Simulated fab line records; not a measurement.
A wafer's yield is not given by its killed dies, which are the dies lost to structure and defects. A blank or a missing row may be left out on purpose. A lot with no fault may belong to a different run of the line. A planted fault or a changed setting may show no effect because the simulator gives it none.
Which tool is to blame? :: flow rit-cmos :: 14 lots with 42 wafers sampled at 2 steps, on a route of 202 steps

== WHAT THE GAUGES READ, wafer by wafer ==
No reading from a measuring or inspecting step in the record can be judged against a usual standard deviation.

== WHICH TOOL RAN EACH LOT (tool, then ch and the chambers of the sampled wafers, then the start) ==
lot: L685
RIT_PRETRO_DEVELOP_05: litho-track-03 ch 0, day 2 06:00
RIT_M1_PROBE_99: -

lot: L686
RIT_PRETRO_DEVELOP_05: litho-track-03 ch 0, day 2 14:00
RIT_M1_PROBE_99: -

lot: L687
RIT_PRETRO_DEVELOP_05: litho-track-04 ch 0, day 2 17:00
RIT_M1_PROBE_99: -

lot: L689
RIT_PRETRO_DEVELOP_05: litho-track-03 ch 0, day 3 02:00
RIT_M1_PROBE_99: -

lot: L692
RIT_PRETRO_DEVELOP_05: litho-track-03 ch 0, day 3 17:00
RIT_M1_PROBE_99: prober-02, day 4 19:40

lot: L694
RIT_PRETRO_DEVELOP_05: litho-track-01 ch 0, day 4 03:00
RIT_M1_PROBE_99: prober-02, day 5 07:15

lot: L696
RIT_PRETRO_DEVELOP_05: litho-track-04 ch 0, day 4 15:00
RIT_M1_PROBE_99: prober-02, day 5 16:58

lot: L697
RIT_PRETRO_DEVELOP_05: litho-track-04 ch 0, day 4 19:00
RIT_M1_PROBE_99: -

lot: L698
RIT_PRETRO_DEVELOP_05: litho-track-04 ch 0, day 5 00:00
RIT_M1_PROBE_99: prober-01, day 6 02:28

lot: L703
RIT_PRETRO_DEVELOP_05: litho-track-03 ch 0, day 6 01:00
RIT_M1_PROBE_99: prober-02, day 7 04:08

lot: L704
RIT_PRETRO_DEVELOP_05: litho-track-04 ch 0, day 6 06:00
RIT_M1_PROBE_99: -

lot: L706
RIT_PRETRO_DEVELOP_05: litho-track-04 ch 0, day 6 16:00
RIT_M1_PROBE_99: -

lot: L707
RIT_PRETRO_DEVELOP_05: litho-track-03 ch 0, day 6 21:00
RIT_M1_PROBE_99: -

lot: L708
RIT_PRETRO_DEVELOP_05: litho-track-04 ch 0, day 7 01:00
RIT_M1_PROBE_99: -
- RIT_PRETRO_DEVELOP_05: develop time 68 s.
- RIT_M1_PROBE_99

== AS READ BY THE TOOLS THEMSELVES (means over the sampled wafers that have a number; for cases with no such wafer, the mark the record gives instead) ==
RIT_PRETRO_DEVELOP_05.
lot: L685
tool: litho-track-03
developer-temp-C (C): 22.98

lot: L686
tool: litho-track-03
developer-temp-C (C): 23.02

lot: L687
tool: litho-track-04
developer-temp-C (C): 23.14

lot: L689
tool: litho-track-03
developer-temp-C (C): 22.24

lot: L692
tool: litho-track-03
developer-temp-C (C): 22.06

lot: L694
tool: litho-track-01
developer-temp-C (C): 23.12

lot: L696
tool: litho-track-04
developer-temp-C (C): 22.85

lot: L697
tool: litho-track-04
developer-temp-C (C): 22.92

lot: L698
tool: litho-track-04
developer-temp-C (C): 22.91

lot: L703
tool: litho-track-03
developer-temp-C (C): 23.13

lot: L704
tool: litho-track-04
developer-temp-C (C): 22.95

lot: L706
tool: litho-track-04
developer-temp-C (C): 23.06

lot: L707
tool: litho-track-03
developer-temp-C (C): 22.88

lot: L708
tool: litho-track-04
developer-temp-C (C): 22.99

RIT_M1_PROBE_99.
lot: L692
tool: prober-02
killed_at_M0_to_M3: 0.0
killed-at-contacts: 0.0
killed-at-front-end: 5.0
killed-dies: 5
killed-open: 2.3
killed-short: 2.7

lot: L694
tool: prober-02
killed_at_M0_to_M3: 0.0
killed-at-contacts: 0.0
killed-at-front-end: 7.0
killed-dies: 7
killed-open: 3.0
killed-short: 4.0

lot: L696
tool: prober-02
killed_at_M0_to_M3: 0.0
killed-at-contacts: 0.0
killed-at-front-end: 9.3
killed-dies: 9
killed-open: 5.0
killed-short: 4.0

lot: L698
tool: prober-01
killed_at_M0_to_M3: 0.0
killed-at-contacts: 0.0
killed-at-front-end: 6.0
killed-dies: 6
killed-open: 3.7
killed-short: 2.3

lot: L703
tool: prober-02
killed_at_M0_to_M3: 0.0
killed-at-contacts: 0.0
killed-at-front-end: 9.3
killed-dies: 9
killed-open: 3.0
killed-short: 6.3

== THE ANSWER, worked out from the rows above alone ==
Rule: usual is defined by the lots themselves. The widest of any qualifying gaps counts: lots, ordered by their means at a reading, are off when they make up no more than a third of the lots, leave a main group of 4 or more, and stand apart from it by 3 or more times the standard deviation of that group's means. A main group whose means are all the same, to the digits that the tables above print for the reading, isn't used. Also off: a lot with no number at a reading for which 4 or more lots have one. Any other lot the step has rows for is counted as sound. After the gauges, taken in route order, come the tools' own readings; for these a lot's mean is taken, as printed above. The first step at which some lot is off is used, and at that step the reading that is off furthest; a lot without a number counts as furthest.
Off at RIT_PRETRO_DEVELOP_05 (developer-temp-C): L689, L692. Mean 23.00 C and standard deviation 0.095 in the main group.
A tool fits if, at that step or a process step before it, it ran every lot that is off, and no sound lot after the first of them. Not one of the candidates tried fits.

== WHAT THE SIMULATOR PUT IN ==
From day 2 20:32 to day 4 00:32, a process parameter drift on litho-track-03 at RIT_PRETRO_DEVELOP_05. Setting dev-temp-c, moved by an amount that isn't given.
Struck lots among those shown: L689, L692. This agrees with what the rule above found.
